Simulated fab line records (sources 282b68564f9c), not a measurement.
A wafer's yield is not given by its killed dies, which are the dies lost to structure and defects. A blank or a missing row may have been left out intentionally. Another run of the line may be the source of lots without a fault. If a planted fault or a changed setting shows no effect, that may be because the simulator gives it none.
fab line records -- flow rit-cmos
[record] lots = 14, wafers = 42, last-day = 7
route steps=202 shown ACTIVE@11
lots that met no fault: from a run of the same line without faults
start-h: hours from the record's opening day to when the first of the lot's shown wafers began -- wait-h: hours elapsed since this lot's preceding step -- " the same as in the row above -- L1.1+2: one row covering several wafers at once -- - either no value or no given start -- * or withheld: withheld -- < > ~ a bound
route shown NAME@n: a module of which the file shows steps, and the number in the route of the first -- usual: the fault-free wafers' mean and standard deviation -- same: alike in all rows -- chamber/n: place in a boat -- sites: readings site by site -- _std_site: how widely they spread, as a standard deviation -- _edge_site: inner sites' mean taken away from outer sites' mean -- radius-mm: for every site, how far away it sits from the centre of the wafer -- mask NAME#n: copy n -- behind: tool/chamber where the wafer was last shaped -- hold: cause of the lot's hold/its duration in hours/its outcome -- device: whichever transistor did not switch (one of n, p or np) -- end of line: at the end of the route, the tests of the same wafers -- for a step that has no rows: nothing shown but its recipe -- killed: dies lost to structure and defects at the first sort, not the wafer's yield -- map: per-die view of a wafer (x killed, . not killed, _ where there is no die)
set.NAME: the setting that was run; set.NAME@STEP: the one run at that earlier step -- model.NAME: the simulator's own value behind a step, which no gauge read
route steps across a sampled set of lots; one table per step, one row per wafer
[[steps]]
[step RIT_ACTIVE_DEVELOP_10]
[recipe] resist = NOVOLAK, develop-time-s = 50, dev-temp-c = 23
[usual] developer-temp-C = 23.01/0.11, resist-line-temp-C = 23.00/0.1
lot.wafer,tool,chamber,start-h,wait-h,developer-temp-C,resist-line-temp-C
L825.1,litho-track-04,0,14,-,23.14,22.98
L825.2,litho-track-04,0,14,-,23.09,22.96
L825.5,litho-track-04,0,14,-,22.86,23.08
L826.1,litho-track-02,0,19,-,23.03,23.07
L826.3,litho-track-02,0,19,-,23.01,23.01
L826.4,litho-track-02,0,19,-,23.01,22.95
L827.2,litho-track-03,0,24,-,23.02,23.10
L827.3,litho-track-03,0,24,-,23.14,22.91
L827.5,litho-track-03,0,24,-,23.08,23.12
L828.4,litho-track-03,0,29,-,22.89,22.88
L828.5,litho-track-03,0,29,-,22.97,23.04
L828.6,litho-track-03,0,29,-,22.80,22.86
L830.1,litho-track-04,0,39,-,23.06,22.93
L830.3,litho-track-04,0,39,-,22.99,22.90
L830.5,litho-track-04,0,39,-,22.96,23.05
L832.3,litho-track-02,0,49,-,23.06,23.17
L832.4,litho-track-02,0,49,-,23.07,22.96
L832.5,litho-track-02,0,49,-,22.95,23.11
L834.3,litho-track-03,0,61,-,22.98,23.06
L834.5,litho-track-03,0,61,-,23.11,23.21
L834.6,litho-track-03,0,61,-,23.04,23.18
L835.1,litho-track-02,0,64,-,23.17,23.04
L835.2,litho-track-02,0,64,-,23.19,23.13
L835.5,litho-track-02,0,64,-,23.20,23.09
L837.1,litho-track-04,0,74,-,22.75,22.73
L837.3,litho-track-04,0,74,-,22.92,22.92
L837.6,litho-track-04,0,74,-,22.95,22.92
L838.2,litho-track-04,0,79,-,22.89,23.08
L838.3,litho-track-04,0,79,-,22.94,22.93
L838.5,litho-track-04,0,79,-,22.87,22.93
L841.2,litho-track-02,0,94,-,23.03,22.94
L841.3,litho-track-02,0,94,-,23.06,22.92
L841.4,litho-track-02,0,94,-,23.02,22.88
L842.1,litho-track-02,0,99,-,23.13,23.00
L842.2,litho-track-02,0,99,-,23.02,22.89
L842.3,litho-track-02,0,99,-,22.92,22.84
L844.1,litho-track-03,0,109,-,23.04,23.05
L844.2,litho-track-03,0,109,-,23.03,23.07
L844.5,litho-track-03,0,109,-,22.97,23.05
L848.2,litho-track-02,0,129,-,23.09,23.04
L848.3,litho-track-02,0,129,-,23.15,23.16
L848.4,litho-track-02,0,129,-,23.19,23.00
[step RIT_ACTIVE_CD_MEAS_11]
[recipe] target-cd-nm = 1400
[usual] cd-nm = 1401.1/1.9
lot.wafer,tool,chamber,start-h,wait-h,cd-nm
L825.1,cd-sem-01,-,14.68,-,1400.0
L825.2,cd-sem-01,-,14.68,-,1397.9
L825.5,cd-sem-01,-,14.68,-,1399.9
L826.1,cd-sem-02,-,19.44,-,1399.7
L826.3,cd-sem-02,-,19.44,-,1401.6
L826.4,cd-sem-02,-,19.44,-,1401.9
L827.2,cd-sem-01,-,24.58,-,1400.3
L827.3,cd-sem-01,-,24.58,-,1400.8
L827.5,cd-sem-01,-,24.58,-,1398.5
L828.4,cd-sem-02,-,29.62,-,1401.2
L828.5,cd-sem-02,-,29.62,-,1401.5
L828.6,cd-sem-02,-,29.62,-,1400.7
L830.1,cd-sem-02,-,39.44,-,1400.9
L830.3,cd-sem-02,-,39.44,-,1400.9
L830.5,cd-sem-02,-,39.44,-,1400.4
L832.3,cd-sem-02,-,49.66,-,1401.6
L832.4,cd-sem-02,-,49.66,-,1403.6
L832.5,cd-sem-02,-,49.66,-,1402.8
L834.3,cd-sem-02,-,61.53,-,1401.8
L834.5,cd-sem-02,-,61.53,-,1402.4
L834.6,cd-sem-02,-,61.53,-,1399.3
L835.1,cd-sem-02,-,64.44,-,1403.6
L835.2,cd-sem-02,-,64.44,-,1402.1
L835.5,cd-sem-02,-,64.44,-,1404.0
L837.1,cd-sem-02,-,74.44,-,1433.0
L837.3,cd-sem-02,-,74.44,-,1432.9
L837.6,cd-sem-02,-,74.44,-,1433.2
L838.2,cd-sem-02,-,79.46,-,1425.5
L838.3,cd-sem-02,-,79.46,-,1423.8
L838.5,cd-sem-02,-,79.46,-,1425.1
L841.2,cd-sem-02,-,94.58,-,1402.9
L841.3,cd-sem-02,-,94.58,-,1401.8
L841.4,cd-sem-02,-,94.58,-,1401.8
L842.1,cd-sem-01,-,99.56,-,1400.2
L842.2,cd-sem-01,-,99.56,-,1398.1
L842.3,cd-sem-01,-,99.56,-,1401.3
L844.1,cd-sem-02,-,109.44,-,1402.7
L844.2,cd-sem-02,-,109.44,-,1404.9
L844.5,cd-sem-02,-,109.44,-,1402.0
L848.2,cd-sem-02,-,129.51,-,1403.1
L848.3,cd-sem-02,-,129.51,-,1403.9
L848.4,cd-sem-02,-,129.51,-,1405.1
[[key]]
[first-sign] step = RIT_ACTIVE_CD_MEAS_11, reading = cd-nm, direction = up, sigmas = 15, usual = 1401.1, struck = 1428.9, through = control-loop
effect none on later readings
met-at RIT_ACTIVE_DEVELOP_10
struck-lots L837,L838
tester-left-out L837,L838
[loop-trim] step = RIT_ACTIVE_EXPOSE_08, setting = dose, lots = L838
onset-between 39 74
[fault] kind = process-parameter-drift, tool = litho-track-04, chamber = -, onset-h = 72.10, steps = RIT_ACTIVE_DEVELOP_10, channel = develop-time-s, offset = *, shape = step, end-h = 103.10, acts-in = *, stated = *
// tester-left-out: of these lots the tester's yield and bins aren't shown, on N5 and GAA mostly nor the transistor test; their killed dies are dies lost to structure and defects alone, not to doping, threshold or leakage, so they don't give the yield
// loop-trim: a control loop set the setting to another value than it would have without faults
